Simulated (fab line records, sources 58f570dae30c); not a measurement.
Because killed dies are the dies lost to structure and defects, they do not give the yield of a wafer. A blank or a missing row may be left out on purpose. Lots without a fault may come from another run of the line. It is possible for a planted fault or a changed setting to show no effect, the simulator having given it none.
Lot-split experiment    flow berkeleyCmos170    5 lots, 23 wafers read, on a route of 331 steps

## ABOUT THE SPLIT
At UCB170_NVT_COAT_01 (resist thk 900 nm), the setting spinRpm was moved away from the recipe's 1500 rpm on 11 of the 23 wafers read, by -5.1% to +7.1%. The other wafers ran this setting at the recipe's value.

The reading comes from the split's own step.

## THE READING
KrF_of_NVT_COAT_01.thkNm (the simulator's own value, which no gauge read), in nm, at UCB170_NVT_COAT_01 (resist thk 900 nm). The file does not state a usual value for it. Average 901.2 nm, standard deviation 1.8 nm, over the 12 wafers here run with the recipe.

wafer   tool, chamber at the split  spinRpm as run, rpm  against the recipe  KrF_of_NVT_COAT_01.thkNm, nm  against lot-mates on the recipe
L075.1  lithoTrack-04, 0            1606                 +7.1%               870.2                         -32.0
L075.2  lithoTrack-04, 0            1500                 recipe              902.2                         -
L075.5  lithoTrack-04, 0            1500                 recipe              902.2                         -
L075.3  lithoTrack-04, 0            1606                 +7.1%               869.3                         -32.9
L075.4  lithoTrack-04, 0            1606                 +7.1%               868.7                         -33.5
L076.1  lithoTrack-01, 0            1500                 recipe              903.6                         -
L076.3  lithoTrack-01, 0            1571                 +4.7%               885.6                         -17.2
L076.4  lithoTrack-01, 0            1500                 recipe              900.7                         -
L076.5  lithoTrack-01, 0            1571                 +4.7%               883.6                         -19.2
L076.6  lithoTrack-01, 0            1500                 recipe              904                           -
L080.1  lithoTrack-04, 0            1500                 recipe              900.6                         -
L080.3  lithoTrack-04, 0            1500                 recipe              901.8                         -
L080.4  lithoTrack-04, 0            1423                 -5.1%               922.1                         +20.9
L080.5  lithoTrack-04, 0            1423                 -5.1%               925.3                         +24.1
L080.6  lithoTrack-04, 0            1423                 -5.1%               923.5                         +22.3
L082.1  lithoTrack-02, 0            1457                 -2.9%               912.4                         +13.9
L082.2  lithoTrack-02, 0            1500                 recipe              898.1                         -
L082.3  lithoTrack-02, 0            1457                 -2.9%               910.9                         +12.4
L082.5  lithoTrack-02, 0            1457                 -2.9%               913.4                         +14.9
L082.6  lithoTrack-02, 0            1500                 recipe              899                           -
L085.1  lithoTrack-01, 0            1500                 recipe              901.2                         -
L085.3  lithoTrack-01, 0            1500                 recipe              902.2                         -
L085.5  lithoTrack-01, 0            1500                 recipe              898.5                         -

FIT RESULTS
A straight line over all 23 wafers: KrF_of_NVT_COAT_01.thkNm changes by -4.26 nm for each +1% of spinRpm; r = -0.99; the points scatter about the line by 2.1 nm.
The same after taking each lot's own level away (the mean of its wafers on the recipe; 23 wafers): -4.46 nm for each +1%; r = -1.00; scatter 1.6 nm.
On that fit, the largest move of spinRpm shifts the reading by 32 nm.
Across the lots, their own levels run from 898.55 to 902.77 nm, a range of 2.3 times the standard deviation given above.
The two slopes agree, so the slope changes little with the lot-to-lot level.
Check: -31.2 nm against its lot-mates is what the line predicts for one of the wafers moved furthest among these (+7.1%) when that wafer is left out of the fit. It came out at -32 nm against them.

## THESE WAFERS: OTHER SPLITS
Before the reading, these wafers also passed through other splits. Each is held against what the fit with the lots' levels taken away leaves over:
other split on the same wafers    wafers away from the commonest value  r with KrF_of_NVT_COAT_01.thkNm (lot level and that fit taken away)
UCB170_ZERO_COAT_01 spinRpm       8                                     +0.02
UCB170_NWELL_OXIDATION_01 tempC   15                                    +0.11
UCB170_PWELL_CVD_05 timeS         15                                    +0.25
UCB170_PWELL_PEB_11 pebTempC      4                                     -0.04
UCB170_PFIELD_COAT_01 spinRpm     6                                     +0.17
UCB170_PFIELD_IMPLANT_07 doseCm2  5                                     +0.13

## THE WHOLE CHAIN: every reading that the file lists as answering this split, in the file's order
step                 what it does       reading                                                                    change (the file's fit)               r (the file's)
UCB170_NVT_COAT_01   resist thk 900 nm  KrF_of_NVT_COAT_01.thkNm (the simulator's own value, which no gauge read)  -4.42 nm for each +1% of the setting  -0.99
UCB170_NVT_STRIP_08  strips in O2       stripTimeToEndpointS                                                       withheld for each +1% of the setting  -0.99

## FILE'S OWN FIT
KrF_of_NVT_COAT_01.thkNm changes by -4.42 nm for each +1% of spinRpm, r = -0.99.
